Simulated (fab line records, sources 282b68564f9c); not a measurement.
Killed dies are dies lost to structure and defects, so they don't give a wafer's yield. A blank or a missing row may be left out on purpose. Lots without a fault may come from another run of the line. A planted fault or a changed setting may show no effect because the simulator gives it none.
Which tool did it? | flow rit_cmos | 14 lots, 42 wafers sampled, at 4 steps of a route of 202

WHAT THE GAUGES READ, wafer by wafer
RIT_ACTIVE_BOW_MEAS_00.
lot  | measured    | on            | INCOMING_BOW (um)
L673 | day 1 10:01 | film_metro-02 | 7 -10 13
L675 | day 1 20:00 | film_metro-02 | -3 4 3
L676 | day 2 01:01 | film_metro-02 | 2 3 1
L677 | day 2 06:01 | film_metro-04 | -15 -3 4
L680 | day 2 21:01 | film_metro-04 | -10 5 -4
L682 | day 3 07:04 | film_metro-02 | -2 -11 -2
L683 | day 3 12:02 | film_metro-02 | 5 -6 20
L686 | day 4 03:02 | film_metro-02 | -4 -4 9
L687 | day 4 08:02 | film_metro-02 | -10 -8 -8
L688 | day 4 13:01 | film_metro-04 | -10 3 -1
L689 | day 4 18:00 | film_metro-03 | 2 9 7
L690 | day 4 23:00 | film_metro-02 | 11 3 -1
L691 | day 5 04:01 | film_metro-04 | -14 -6 12
L696 | day 6 05:01 | film_metro-02 | 0 7 10

RIT_M1_OVL_MEAS_10.
lot  | measured    | on         | M1_OVL (nm)
L673 | day 3 09:55 | overlay-02 | 3.2 3.8 2.8
L675 | day 4 03:06 | overlay-01 | 2.9 0.9 1.1
L676 | day 4 02:48 | overlay-01 | 2.8 3.4 2.1
L677 | day 4 04:26 | overlay-02 | -1.0 3.2 0.1
L680 | day 5 00:30 | overlay-01 | 2.1 0.8 0.1
L682 | day 5 08:24 | overlay-02 | 2.5 -0.9 -0.4
L683 | day 5 10:14 | overlay-02 | 3.2 1.8 0.4
L686 | day 6 02:41 | overlay-01 | -1.3 -2.1 -2.8
L687 | day 6 04:57 | overlay-01 | -0.6 -1.0 -0.1
L688 | day 6 09:48 | overlay-02 | 1.5 2.0 2.5
L689 | day 6 14:30 | overlay-02 | 1.5 1.6 1.8
L690 | day 6 22:40 | overlay-01 | 1.4 0.3 2.2
L691 | day 7 01:57 | overlay-02 | 2.3 0.8 1.7
L696 | day 8 01:34 | overlay-01 | 3.3 2.7 2.1

WHICH TOOL RAN EACH LOT (tool, then ch and the chambers of the sampled wafers, then the start)
lot  | RIT_NWELL_STRIP_09                  | RIT_GATE_ETCH_19
L673 | plasma_asher-03 ch 0,1, day 1 22:20 | rie_si-02 ch 0,2, day 2 15:04
L675 | plasma_asher-02 ch 0,1, day 2 07:45 | rie_si-02 ch 0,1,3, day 3 06:40
L676 | plasma_asher-02 ch 0, day 2 14:17   | rie_si-01 ch 1,2,3, day 3 06:57
L677 | plasma_asher-03 ch 0,1, day 2 17:32 | rie_si-02 ch 0,1, day 3 11:01
L680 | plasma_asher-02 ch 0,1, day 3 11:25 | rie_si-01 ch 0,3, day 4 04:28
L682 | plasma_asher-04 ch 0,1, day 3 19:53 | rie_si-01 ch 0,1, day 4 15:29
L683 | plasma_asher-04 ch 0,1, day 3 23:17 | rie_si-02 ch 0,3, day 4 15:43
L686 | plasma_asher-03 ch 0,1, day 4 16:23 | rie_si-01 ch 0,2,3, day 5 09:05
L687 | plasma_asher-02 ch 0,1, day 4 19:52 | rie_si-02 ch 0,1, day 5 11:33
L688 | plasma_asher-02 ch 0,1, day 4 23:56 | rie_si-01 ch 2,3, day 5 15:21
L689 | plasma_asher-02 ch 0,1, day 5 04:50 | rie_si-02 ch 0,1,2, day 5 20:26
L690 | plasma_asher-04 ch 0,1, day 5 10:47 | rie_si-01 ch 1,2,3, day 6 03:52
L691 | plasma_asher-02 ch 1, day 5 17:15   | rie_si-02 ch 0,2,3, day 6 08:41
L696 | plasma_asher-04 ch 0,1, day 6 15:38 | rie_si-01 ch 1,2,3, day 7 07:55
- RIT_NWELL_STRIP_09: strips in O2, time 180 s.
- RIT_GATE_ETCH_19: etches poly-Si in SF6/CHF3/O2, stops on SiO2, time 165 s, target depth 312.5 nm.

WHAT THE TOOLS THEMSELVES READ (means of the sampled wafers that have a number; where no wafer has one, the mark that the record gives instead)
RIT_NWELL_STRIP_09.
lot  | tool            | drypump_motor_current_A (A)
L673 | plasma_asher-03 | 5.4
L675 | plasma_asher-02 | 5.2
L676 | plasma_asher-02 | 5.8
L677 | plasma_asher-03 | 5.4
L680 | plasma_asher-02 | 5.6
L682 | plasma_asher-04 | 5.5
L683 | plasma_asher-04 | 5.5
L686 | plasma_asher-03 | 5.7
L687 | plasma_asher-02 | 5.6
L688 | plasma_asher-02 | 5.6
L689 | plasma_asher-02 | 5.2
L690 | plasma_asher-04 | 5.5
L691 | plasma_asher-02 | 4.9
L696 | plasma_asher-04 | 5.4

RIT_GATE_ETCH_19.
lot  | tool      | drypump_motor_current_A (A) | oes_product_au (a.u.) | rf_fwd_power_W (W) | run_length_s (s) | throttle_valve_pct (%)
L673 | rie_si-02 | 6.2                         | 0.821                 | 159.7              | 193.3            | 10.41
L675 | rie_si-02 | 5.9                         | 0.850                 | 159.5              | 193.0            | 10.29
L676 | rie_si-01 | 5.6                         | 0.837                 | 159.4              | 193.0            | 10.47
L677 | rie_si-02 | 5.8                         | 0.864                 | 159.4              | 193.4            | 10.31
L680 | rie_si-01 | 5.8                         | 0.843                 | 159.0              | 193.1            | 10.28
L682 | rie_si-01 | 5.9                         | 0.862                 | 159.9              | 192.6            | 10.38
L683 | rie_si-02 | 5.8                         | 0.835                 | 158.9              | 193.3            | 10.28
L686 | rie_si-01 | 5.7                         | 0.840                 | 159.5              | 193.4            | 10.39
L687 | rie_si-02 | 6.0                         | 0.867                 | 159.1              | 193.0            | 10.29
L688 | rie_si-01 | 5.6                         | 0.839                 | 160.0              | 193.2            | 10.49
L689 | rie_si-02 | 6.1                         | 0.809                 | 160.0              | 208.6            | 10.35
L690 | rie_si-01 | 5.6                         | 0.845                 | 159.8              | 192.9            | 10.48
L691 | rie_si-02 | 6.1                         | 0.799                 | 159.2              | 209.0            | 10.35
L696 | rie_si-01 | 5.6                         | 0.836                 | 159.2              | 193.1            | 10.48

THE ANSWER, worked out from the rows above alone
Rule: what is usual is taken from the lots themselves. Put in order of their means at a reading, lots are off if they are a third of the lots or fewer, leave a main group of 4 or more, and stand apart from it by a gap of 3 or more times the standard deviation of the main group's means; of several such gaps the widest counts. A main group whose means are all the same, to the digits that the tables above print for the reading, isn't used. A lot without any number at a reading at which 4 lots or more have one is off too. The other lots that the step has rows for count as sound. The gauges are gone through in route order, then the tools' own readings, and for those a lot's mean is taken as printed above. The first step at which some lot is off is used, and at that step the reading that is off furthest; a lot without a number counts as furthest.
Off: L689, L691, at RIT_GATE_ETCH_19 (run_length_s). The main group: mean 193.1 s, standard deviation 0.22.
A tool fits if, at that step or a process step before it, it ran every lot that is off, and no sound lot after the first of them. Can't be told from this: 2 tools fit, plasma_asher-02 at RIT_NWELL_STRIP_09, rie_si-02 at RIT_GATE_ETCH_19.

WHAT THE SIMULATOR HAD PUT IN
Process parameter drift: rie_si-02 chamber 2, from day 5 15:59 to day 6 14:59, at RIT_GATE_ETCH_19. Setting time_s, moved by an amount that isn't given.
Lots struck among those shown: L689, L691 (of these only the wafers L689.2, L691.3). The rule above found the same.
